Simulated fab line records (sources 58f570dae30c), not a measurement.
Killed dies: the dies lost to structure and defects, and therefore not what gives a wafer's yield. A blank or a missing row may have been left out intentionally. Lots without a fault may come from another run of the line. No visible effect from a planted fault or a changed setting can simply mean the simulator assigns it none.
Split-lot study / flow berkeley-cmos170 / 23 wafers read across 5 lots, on a route 331 steps long

== THE SPLIT ITSELF ==
At UCB170_PVT_COAT_01 (resist thk 900 nm), the setting spin-rpm was moved away from the recipe's 1500 rpm on 4 of the 23 wafers read, by -5.3% to +5.9%. This setting was run at the recipe's value on the other wafers.

The reading is taken at the split's own step.

== THE READING ==
KrF_of_PVT_COAT_01.thk-nm (the simulator's own value, which no gauge read), in nm, at UCB170_PVT_COAT_01 (resist thk 900 nm). The file gives no usual value for it. The 19 wafers here that ran the recipe average 899.2 nm, standard deviation 2.3 nm.

wafer=L075.1; tool, chamber at the split=litho-track-04, 0; spin-rpm as run, rpm=1500; against the recipe=recipe; KrF_of_PVT_COAT_01.thk-nm, nm=901.9; against lot-mates on the recipe=-
wafer=L075.2; tool, chamber at the split=litho-track-04, 0; spin-rpm as run, rpm=1588; against the recipe=+5.9%; KrF_of_PVT_COAT_01.thk-nm, nm=875.5; against lot-mates on the recipe=-24.9
wafer=L075.3; tool, chamber at the split=litho-track-04, 0; spin-rpm as run, rpm=1500; against the recipe=recipe; KrF_of_PVT_COAT_01.thk-nm, nm=901; against lot-mates on the recipe=-
wafer=L075.4; tool, chamber at the split=litho-track-04, 0; spin-rpm as run, rpm=1588; against the recipe=+5.9%; KrF_of_PVT_COAT_01.thk-nm, nm=876.4; against lot-mates on the recipe=-24.0
wafer=L075.6; tool, chamber at the split=litho-track-04, 0; spin-rpm as run, rpm=1500; against the recipe=recipe; KrF_of_PVT_COAT_01.thk-nm, nm=898.3; against lot-mates on the recipe=-
wafer=L074.1; tool, chamber at the split=litho-track-03, 0; spin-rpm as run, rpm=1500; against the recipe=recipe; KrF_of_PVT_COAT_01.thk-nm, nm=901.6; against lot-mates on the recipe=-
wafer=L074.3; tool, chamber at the split=litho-track-03, 0; spin-rpm as run, rpm=1500; against the recipe=recipe; KrF_of_PVT_COAT_01.thk-nm, nm=901.3; against lot-mates on the recipe=-
wafer=L074.4; tool, chamber at the split=litho-track-03, 0; spin-rpm as run, rpm=1500; against the recipe=recipe; KrF_of_PVT_COAT_01.thk-nm, nm=896.6; against lot-mates on the recipe=-
wafer=L079.1; tool, chamber at the split=litho-track-04, 0; spin-rpm as run, rpm=1421; against the recipe=-5.3%; KrF_of_PVT_COAT_01.thk-nm, nm=924.7; against lot-mates on the recipe=+27.7
wafer=L079.2; tool, chamber at the split=litho-track-04, 0; spin-rpm as run, rpm=1500; against the recipe=recipe; KrF_of_PVT_COAT_01.thk-nm, nm=894.3; against lot-mates on the recipe=-
wafer=L079.3; tool, chamber at the split=litho-track-04, 0; spin-rpm as run, rpm=1421; against the recipe=-5.3%; KrF_of_PVT_COAT_01.thk-nm, nm=923; against lot-mates on the recipe=+26.0
wafer=L079.4; tool, chamber at the split=litho-track-04, 0; spin-rpm as run, rpm=1500; against the recipe=recipe; KrF_of_PVT_COAT_01.thk-nm, nm=897.8; against lot-mates on the recipe=-
wafer=L079.5; tool, chamber at the split=litho-track-04, 0; spin-rpm as run, rpm=1500; against the recipe=recipe; KrF_of_PVT_COAT_01.thk-nm, nm=898.9; against lot-mates on the recipe=-
wafer=L081.1; tool, chamber at the split=litho-track-04, 0; spin-rpm as run, rpm=1500; against the recipe=recipe; KrF_of_PVT_COAT_01.thk-nm, nm=895.6; against lot-mates on the recipe=-
wafer=L081.2; tool, chamber at the split=litho-track-04, 0; spin-rpm as run, rpm=1500; against the recipe=recipe; KrF_of_PVT_COAT_01.thk-nm, nm=899.3; against lot-mates on the recipe=-
wafer=L081.3; tool, chamber at the split=litho-track-04, 0; spin-rpm as run, rpm=1500; against the recipe=recipe; KrF_of_PVT_COAT_01.thk-nm, nm=897.5; against lot-mates on the recipe=-
wafer=L081.5; tool, chamber at the split=litho-track-04, 0; spin-rpm as run, rpm=1500; against the recipe=recipe; KrF_of_PVT_COAT_01.thk-nm, nm=897.3; against lot-mates on the recipe=-
wafer=L081.6; tool, chamber at the split=litho-track-04, 0; spin-rpm as run, rpm=1500; against the recipe=recipe; KrF_of_PVT_COAT_01.thk-nm, nm=897.1; against lot-mates on the recipe=-
wafer=L083.1; tool, chamber at the split=litho-track-02, 0; spin-rpm as run, rpm=1500; against the recipe=recipe; KrF_of_PVT_COAT_01.thk-nm, nm=901.4; against lot-mates on the recipe=-
wafer=L083.2; tool, chamber at the split=litho-track-02, 0; spin-rpm as run, rpm=1500; against the recipe=recipe; KrF_of_PVT_COAT_01.thk-nm, nm=902.7; against lot-mates on the recipe=-
wafer=L083.3; tool, chamber at the split=litho-track-02, 0; spin-rpm as run, rpm=1500; against the recipe=recipe; KrF_of_PVT_COAT_01.thk-nm, nm=899.9; against lot-mates on the recipe=-
wafer=L083.5; tool, chamber at the split=litho-track-02, 0; spin-rpm as run, rpm=1500; against the recipe=recipe; KrF_of_PVT_COAT_01.thk-nm, nm=902; against lot-mates on the recipe=-
wafer=L083.6; tool, chamber at the split=litho-track-02, 0; spin-rpm as run, rpm=1500; against the recipe=recipe; KrF_of_PVT_COAT_01.thk-nm, nm=899.5; against lot-mates on the recipe=-

FIT RESULTS
A straight line over all 23 wafers: KrF_of_PVT_COAT_01.thk-nm changes by -4.29 nm for each +1% of spin-rpm; r = -0.97; the points scatter about the line by 2.4 nm.
The same after taking each lot's own level away (the mean of its wafers on the recipe; 23 wafers): -4.59 nm for each +1%; r = -0.99; scatter 1.9 nm.
That fit puts the effect of the largest move of spin-rpm on the reading at 27 nm.
From 897.00 to 901.10 nm: that is the span of the lots' own levels, equal to 1.8 times the standard deviation above.
The two slopes are in agreement: the lot-to-lot level therefore moves the slope only a little.
Check: -27.2 nm against its lot-mates is what the line predicts for one of the wafers moved furthest among these (+5.9%) when that wafer is left out of the fit. It came out at -24.9 nm against them.

== THE OTHER SPLITS THESE WAFERS WENT THROUGH ==
These wafers also went through other splits before the reading. Each is held against what the fit with the lots' levels taken away leaves over:
other split on the same wafers=UCB170_START_OXIDATION_02 temp-c; wafers away from the commonest value=10; r with KrF_of_PVT_COAT_01.thk-nm (lot level and that fit taken away)=+0.17
other split on the same wafers=UCB170_NWELL_CVD_04 pressure-mtorr; wafers away from the commonest value=18; r with KrF_of_PVT_COAT_01.thk-nm (lot level and that fit taken away)=-0.12
other split on the same wafers=UCB170_PWELL_ETCH_14 time-s; wafers away from the commonest value=6; r with KrF_of_PVT_COAT_01.thk-nm (lot level and that fit taken away)=+0.23
other split on the same wafers=UCB170_PWELL_IMPLANT_15 tilt-deg; wafers away from the commonest value=10; r with KrF_of_PVT_COAT_01.thk-nm (lot level and that fit taken away)=-0.14
other split on the same wafers=UCB170_ACTIVE_COAT_08 resist-thk-nm; wafers away from the commonest value=5; r with KrF_of_PVT_COAT_01.thk-nm (lot level and that fit taken away)=-0.27
other split on the same wafers=UCB170_ACTIVE_STRIP_16 power-w; wafers away from the commonest value=9; r with KrF_of_PVT_COAT_01.thk-nm (lot level and that fit taken away)=-0.40
other split on the same wafers=UCB170_PFIELD_COAT_01 resist-thk-nm; wafers away from the commonest value=6; r with KrF_of_PVT_COAT_01.thk-nm (lot level and that fit taken away)=-0.12

== THE WHOLE CHAIN: every reading that the file lists as answering this split, in the file's order ==
step=UCB170_PVT_COAT_01; what it does=resist thk 900 nm; reading=KrF_of_PVT_COAT_01.thk-nm (the simulator's own value, which no gauge read); change (the file's fit)=-4.59 nm for each +1% of the setting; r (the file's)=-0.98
step=UCB170_PVT_STRIP_08; what it does=strips in O2; reading=strip-time-to-endpoint-s; change (the file's fit)=withheld for each +1% of the setting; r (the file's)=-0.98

== FILE'S OWN FIT ==
KrF_of_PVT_COAT_01.thk-nm changes by -4.59 nm for each +1% of spin-rpm, r = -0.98.
